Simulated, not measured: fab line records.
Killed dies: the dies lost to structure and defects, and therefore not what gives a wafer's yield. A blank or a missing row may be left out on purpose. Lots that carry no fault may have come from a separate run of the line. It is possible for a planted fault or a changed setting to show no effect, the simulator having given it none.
Which tool was responsible?    flow rit-cmos    7 lots, 21 wafers sampled, at 2 steps of a route of 202

## WHAT EACH GAUGE READ, for each wafer
RIT_NWELL_TW_MEAS_10.
lot   measured     on             NWELL_TW
L611  day 2 07:28  film-metro-02  2104 2115 2106
L613  day 2 20:32  film-metro-01  2194 2190 2187
L615  day 3 06:04  film-metro-04  2135 2138 2141
L617  day 3 14:34  film-metro-02  2100 2097 2097
L623  day 5 02:16  film-metro-01  1936 1954 1946 1941 1951 1945
L627  day 5 16:53  film-metro-01  2176 2190 2188
L632  day 6 19:02  film-metro-01  2194 2192 2201

## WHICH TOOL RAN EACH LOT (tool, then ch and the chambers of the sampled wafers, then the start)
lot   RIT_NWELL_IMPLANT_08
L611  implanter-03 ch 0, day 2 07:10
L613  implanter-03 ch 0, day 2 20:13
L615  implanter-04 ch 0, day 3 05:45
L617  implanter-04 ch 0, day 3 14:16
L623  implanter-04 ch 0, day 5 01:56
L627  implanter-03 ch 0, day 5 16:33
L632  implanter-03 ch 0, day 6 18:45
- RIT_NWELL_IMPLANT_08

## THE ANSWER, worked out from the rows above alone
Rule: the lots themselves supply what counts as usual. Put in order of their means at a reading, lots are off if they are a third of the lots or fewer, leave a main group of 4 or more, and stand apart from it by a gap of 3 or more times the standard deviation of the main group's means; of several such gaps the widest counts. Not used: any main group whose means are identical at the precision the tables above print for the reading. A lot without any number at a reading at which 4 lots or more have one is off too. All remaining lots with rows at the step are treated as sound.
Off: at RIT_NWELL_TW_MEAS_10 (NWELL_TW), L623. The main group: mean 2152, standard deviation 40.
If a tool, at a process step before that reading, ran all the lots that are off and no sound lot after the first of them, it fits. Gauges at RIT_NWELL_TW_MEAS_10: tried the same way as those tools. One fits: RIT_NWELL_IMPLANT_08 on implanter-04. A fault onset in the window from L617 (day 3 14:16, its last sound lot) to L623 (day 5 01:56, its first lot off) fits.

## WHAT THE SIMULATOR HAD INSERTED
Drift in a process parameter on implanter-04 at RIT_NWELL_IMPLANT_08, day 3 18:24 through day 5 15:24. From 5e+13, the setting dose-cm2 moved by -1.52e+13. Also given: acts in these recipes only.
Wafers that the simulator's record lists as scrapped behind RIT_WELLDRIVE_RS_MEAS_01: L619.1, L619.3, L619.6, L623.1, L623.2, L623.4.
Shown lots that were struck: L623. Same finding as the rule above.
